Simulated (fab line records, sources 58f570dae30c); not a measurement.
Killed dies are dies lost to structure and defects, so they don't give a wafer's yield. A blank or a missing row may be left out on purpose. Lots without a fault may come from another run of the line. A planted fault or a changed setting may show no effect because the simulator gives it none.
fab line records | flow berkeley_cmos170
record lots=6 wafers=18 last_day=14
route steps=331 shown ACTIVE@63
lots that met no fault: from a run of the same line without faults
start_h: hours from the record's first day to the start of the lot's first wafer shown | wait_h: hours since the lot's step before | " the same as in the row above | L1.1+2: a row that stands for several wafers | - no value, or no start given | * or withheld: withheld | < > ~ a bound
route shown NAME@n: a module of which the file shows steps, and the number in the route of the first | usual: mean/standard deviation of fault-free wafers | same: alike in all rows | chamber/n: place in a boat | sites: the reading at each site | _std_site: their standard deviation | _edge_site: outer sites' mean less inner sites' | radius_mm: how far each site lies from the wafer's centre | mask NAME#n: copy n | behind: the tool/chamber that last shaped the wafer | hold: why the lot was held/for how many hours/how that ended | device: the transistor (n, p or np) that didn't switch | end of line: the same wafers' tests at the end of the route | a step without rows: its recipe alone | killed: dies lost to structure and defects at the first sort, not the wafer's yield | map: a wafer's dies, x killed, . not, _ none there
set.NAME: the setting as run; set.NAME@STEP: as run at that earlier step | model.NAME: the simulator's own value behind a step, which no gauge read
lots at some steps of the route; a table a step, a row a wafer
services: from which hour (start_h, from the record's first day; less than 0 if before it) a tool's chamber was out of use, for how many hours, and why
## steps
# step UCB170_ACTIVE_THK_MEAS_03
# recipe reads=SiO2_of_ACTIVE_OXIDATION_02
# usual ACTIVE_OXIDE_THK=26.3/0.45
# columns lot.wafer tool chamber start_h wait_h ACTIVE_OXIDE_THK[nm]
L542.2 film_metro-03 - 87.36 0.0 26.6
L542.3 " - " " 25.9
L542.6 " - " " 26.5
L543.2 film_metro-03 - 87.42 0.1 26.4
L543.3 " - " " 26.6
L543.6 " - " " 26.5
L549.2 film_metro-03 - 119.90 0.0 26.0
L549.3 " - " " 25.7
L549.6 " - " " 26.2
L550.2 film_metro-03 - 133.60 0.0 25.5
L550.5 " - " " 25.9
L550.6 " - " " 25.7
L551.2 film_metro-02 - 143.78 0.0 26.7
L551.3 " - " " 26.7
L551.4 " - " " 26.4
L557.2 film_metro-02 - 160.01 0.0 26.7
L557.4 " - " " 26.4
L557.6 " - " " 26.1
# step UCB170_ACTIVE_ANNEAL_04
# recipe temp_c=1000 time_s=900 ambient=N2
# step UCB170_ACTIVE_CVD_05
# recipe material=Si3N4 target_thk_nm=220 temp_c=800 precursor=SiH2Cl2/NH3 time_s=3300 pressure_mtorr=200 sih2cl2_flow_sccm=25 nh3_flow_sccm=75
# step UCB170_ACTIVE_THK_MEAS_06
# recipe reads=Si3N4_of_ACTIVE_CVD_05
# usual ACTIVE_NITRIDE_THK=220.6/2.1
# columns lot.wafer tool chamber start_h wait_h ACTIVE_NITRIDE_THK[nm]
L542.2 film_metro-03 - 94.48 0.1 223.3
L542.3 " - " " 221.9
L542.6 " - " " 224.3
L543.2 film_metro-02 - 94.49 0.1 219.4
L543.3 " - " " 217.6
L543.6 " - " " 219.4
L549.2 film_metro-03 - 126.91 0.0 216.0
L549.3 " - " " 217.9
L549.6 " - " " 217.8
L550.2 film_metro-03 - 143.41 0.0 222.8
L550.5 " - " " 222.6
L550.6 " - " " 223.2
L551.2 film_metro-04 - 149.78 0.0 221.8
L551.3 " - " " 221.3
L551.4 " - " " 221.2
L557.2 film_metro-02 - 164.90 0.0 218.6
L557.4 " - " " 218.6
L557.6 " - " " 216.8
# step UCB170_ACTIVE_HMDS_07
# recipe prime_time_s=60 prime_temp_c=100
# step UCB170_ACTIVE_COAT_08
# recipe resist=KrF spin_rpm=1500 resist_thk_nm=900
# step UCB170_ACTIVE_SOFTBAKE_09
# recipe resist=KrF temp_c=130 time_s=60
# step UCB170_ACTIVE_EXPOSE_10
# recipe mask_id=ACTIVE target_cd_nm=1200 na=0.5 sigma_outer=0.6 source_shape=conventional dose_mj=20
# step UCB170_ACTIVE_PEB_11
# recipe peb_temp_c=130 peb_time_s=withheld resist=KrF
# step UCB170_ACTIVE_DEVELOP_12
# recipe developer=TMAH develop_time_s=45 resist=KrF dev_temp_c=21
# step UCB170_ACTIVE_CD_MEAS_13
# recipe target_cd_nm=1200
# usual cd_nm=1200.3/1.3
# columns lot.wafer tool chamber start_h wait_h cd_nm
L542.2 cd_sem-01 - 95.74 - 1199.6
L542.3 " - " " 1198.9
L542.6 " - " " 1199.4
L543.2 cd_sem-01 - 95.95 - 1200.3
L543.3 " - " " 1201.0
L543.6 " - " " 1200.8
L549.2 cd_sem-01 - 128.16 - 1199.1
L549.3 " - " " 1200.6
L549.6 " - " " 1202.7
L550.2 cd_sem-02 - 144.58 - 1200.0
L550.5 " - " " 1201.2
L550.6 " - " " 1201.1
L551.2 cd_sem-02 - 152.12 - 1200.6
L551.3 " - " " 1201.6
L551.4 " - " " 1200.8
L557.2 cd_sem-01 - 166.42 - 1200.5
L557.4 " - " " 1199.7
L557.6 " - " " 1199.4
# step UCB170_ACTIVE_OVL_MEAS_14
# usual ACTIVE_OVL=3/5.4
# columns lot.wafer tool chamber start_h wait_h ACTIVE_OVL[nm]
L542.2 overlay-02 - 95.85 0.1 8
L542.3 " - " " 10
L542.6 " - " " 12
L543.2 overlay-01 - 96.05 0.1 3
L543.3 " - " " 3
L543.6 " - " " -3
L549.2 overlay-01 - 128.26 0.1 3
L549.3 " - " " 2
L549.6 " - " " 3
L550.2 overlay-01 - 144.69 0.1 11
L550.5 " - " " 4
L550.6 " - " " -2
L551.2 overlay-02 - 152.22 0.1 -6
L551.3 " - " " -2
L551.4 " - " " -1
L557.2 overlay-01 - 166.52 0.1 -5
L557.4 " - " " -3
L557.6 " - " " -2
# step UCB170_ACTIVE_ETCH_15
# recipe chemistry=CH3F/Ar/O2 target=Si3N4 stop_on=SiO2 CH3F_flow_sccm=20 Ar_flow_sccm=50 O2_flow_sccm=7 pressure_mtorr=50 rf_w=450 target_depth_a=2420 over_etch_frac=0.1 time_s=151
# usual drypump_motor_current_A=5.3/0.48 oes_product_au=0.938/0.019 rf_fwd_power_W=447.8/1.4 throttle_valve_pct=8.07/0.13
# columns lot.wafer tool chamber start_h wait_h drypump_motor_current_A oes_product_au rf_fwd_power_W rf_hours_counter_h throttle_valve_pct model.etch.depth_nm model.KrF_of_ACTIVE_COAT_08.thk_nm model.SiO2_of_ACTIVE_OXIDATION_02.thk_nm
L542.2 rie_diel-04 3 95.88 0.0 5.5 0.977 449.9 148 8.27 223.2 724.3 23.03
L542.3 " 1 " " 5.6 0.962 448.3 11 8.07 221.9 719.7 21.4
L542.6 " 2 " " 6.3 0.924 444.8 - 8.09 224.3 724.5 22.87
L543.2 rie_diel-01 1 96.08 0.0 5.6 0.923 448.5 33 7.87 219.3 727.3 22.57
L543.3 " 2 " " 6.2 0.919 448.8 155 8.10 217.6 726.5 22.92
L543.6 " 2 " " 6.2 0.928 450.2 - 8.11 219.1 725.5 22.75
L549.2 rie_diel-01 3 128.29 0.0 4.8 0.756 449.5 39 7.83 154 788.5 23.65
L549.3 " 1 " " 5.6 0.756 447.6 35 7.86 151.4 789 23.42
L549.6 " 3 " " 4.9 0.755 447.8 - 7.85 154.2 785.7 23.88
L550.2 rie_diel-03 2 144.72 0.0 4.8 0.948 447.6 1 8.07 222.7 726.8 21.97
L550.5 " 3 " " 5.0 0.926 445.5 - 8.11 222.7 729.6 22.36
L550.6 " 2 " " 4.8 0.954 448.6 - 8.05 223 727.3 22.14
L551.2 rie_diel-01 1 152.25 0.0 5.6 0.750 448.5 35 7.85 151.3 786 24.32
L551.3 " 2 " " 6.1 0.751 446.9 0 8.11 148.5 787.2 24.43
L551.4 " 0 " " 5.4 0.773 447.7 120 8.30 155.7 782.7 24.03
L557.2 rie_diel-03 1 166.55 0.0 4.7 0.963 448.4 55 7.96 218.5 726.5 23.01
L557.4 " 0 " " 5.0 0.903 450.2 129 8.11 218.6 726.4 22.8
L557.6 " 1 " " 4.6 0.947 448.1 - 7.94 216.8 725 22.39
# step UCB170_ACTIVE_STRIP_16
# recipe chemistry=O2 power_w=400 pressure_mtorr=3500 platen_temp_c=withheld o2_flow_sccm=400 overash_fraction=0.5
# usual drypump_motor_current_A=5.9/0.46 oes_product_au=0.722/0.0039 strip_time_to_endpoint_s=18.11/0.092
# columns lot.wafer tool chamber start_h wait_h drypump_motor_current_A oes_product_au rf_hours_counter_h strip_time_to_endpoint_s
L542.2 plasma_asher-03 0 95.98 0.1 6.3 0.724 37 18.09
L542.3 " 0 " " 6.3 0.719 - 17.96
L542.6 " 0 " " 6.3 0.721 - 18.08
L543.2 plasma_asher-02 1 96.19 0.1 5.9 0.720 38 18.16
L543.3 " 1 " " 5.9 0.720 - 18.13
L543.6 " 1 " " 6.0 0.718 - 18.10
L549.2 plasma_asher-02 0 128.40 0.1 5.1 0.725 42 19.62
L549.3 " 1 " " 5.9 0.726 - 19.64
L549.6 " 1 " " 5.9 0.719 - 19.55
L550.2 plasma_asher-02 1 144.82 0.1 5.9 0.723 43 18.15
L550.5 " 1 " " 5.9 0.723 - 18.21
L550.6 " 0 " " 5.1 0.718 - 18.16
L551.2 plasma_asher-04 1 152.35 0.1 6.0 0.726 42 19.56
L551.3 " 1 " " 6.0 0.730 - 19.59
L551.4 " 0 " " 6.4 0.717 - 19.49
L557.2 plasma_asher-02 1 166.65 0.1 5.9 0.720 45 18.14
L557.4 " 0 " " 5.0 0.721 - 18.14
L557.6 " 1 " " 5.9 0.718 - 18.11
# step UCB170_ACTIVE_CD_MEAS_90
# recipe target_cd_nm=1200
# usual cd_nm=1200.2/1.3
# columns lot.wafer tool chamber start_h wait_h cd_nm
L542.2 cd_sem-01 - 96.10 0.1 1198.8
L542.3 " - " " 1198.5
L542.6 " - " " 1199.5
L543.2 cd_sem-02 - 96.31 0.1 1200.6
L543.3 " - " " 1201.0
L543.6 " - " " 1201.1
L549.2 cd_sem-01 - 128.52 0.1 1200.1
L549.3 " - " " 1201.0
L549.6 " - " " 1203.1
L550.2 cd_sem-02 - 144.94 0.1 1199.7
L550.5 " - " " 1201.2
L550.6 " - " " 1200.2
L551.2 cd_sem-02 - 152.47 0.1 1201.1
L551.3 " - " " 1201.8
L551.4 " - " " 1201.5
L557.2 cd_sem-02 - 166.77 0.1 1200.7
L557.4 " - " " 1199.9
L557.6 " - " " 1199.3
## services
# columns tool chamber start_h hours kind
rie_diel-04 0 82.05 3.6 repair
rie_diel-03 2 86.70 - clean
rie_diel-03 2 86.70 25.3 scheduled_down
rie_diel-03 2 86.70 25.3 vent_cycle
plasma_asher-04 - 98.53 2.3 repair
rie_diel-01 - 100.62 0.3 repair
plasma_asher-03 - 108.75 9.0 pm
plasma_asher-03 0 108.75 9.0 vent_cycle
plasma_asher-03 1 108.75 9.0 vent_cycle
rie_diel-04 2 110.85 5.7 repair
plasma_asher-03 0 117.75 - clean
plasma_asher-03 1 117.75 - clean
rie_diel-01 2 117.94 2.8 repair
plasma_asher-03 - 119.43 0.4 repair
rie_diel-03 0 123.94 2.3 repair
rie_diel-01 2 127.96 - clean
rie_diel-01 2 127.96 14.1 scheduled_down
rie_diel-01 2 127.96 14.1 vent_cycle
rie_diel-04 1 137.11 4.8 repair
plasma_asher-02 - 141.93 2.8 pm
rie_diel-04 - 145.61 0.8 repair
plasma_asher-04 - 147.15 2.6 repair
rie_diel-04 2 149.16 10.8 repair
rie_diel-03 1 157.92 4.5 repair
## key
first_sign step=UCB170_ACTIVE_ETCH_15 reading=oes_product_au direction=down sigmas=9.5 usual=0.938 struck=0.757
effect step=UCB170_ACTIVE_STRIP_16 reading=strip_time_to_endpoint_s direction=up sigmas=16 usual=* struck=*
model_effect step=UCB170_ACTIVE_ETCH_15 value=etch.depth_nm without=219.2 struck=152.5
met_at UCB170_ACTIVE_ETCH_15
struck_wafers L549.2,L549.3,L549.6,L551.2,L551.3,L551.4
later_rows_left_out L549.2,L549.3,L549.6,L551.2,L551.3,L551.4
sort_left_out L549.2,L549.3,L549.6,L551.2,L551.3,L551.4
tester_left_out L549,L551
onset_between 96.08 128.29
fault kind=process_parameter_drift tool=rie_diel-01 chamber=- onset_h=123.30 steps=UCB170_ACTIVE_ETCH_15 channel=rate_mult offset=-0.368 shape=step end_h=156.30
# tester_left_out: of these lots the tester's yield and bins aren't shown, on N5 and GAA mostly nor the transistor test; their killed dies are dies lost to structure and defects alone, not to doping, threshold or leakage, so they don't give the yield
# sort_left_out: the simulated sort isn't trusted on such a fault, so these wafers' sort isn't shown, and their yield isn't known
# later_rows_left_out: the simulator's readings of these wafers behind a module that went badly wrong aren't trusted and aren't shown, but for the sort
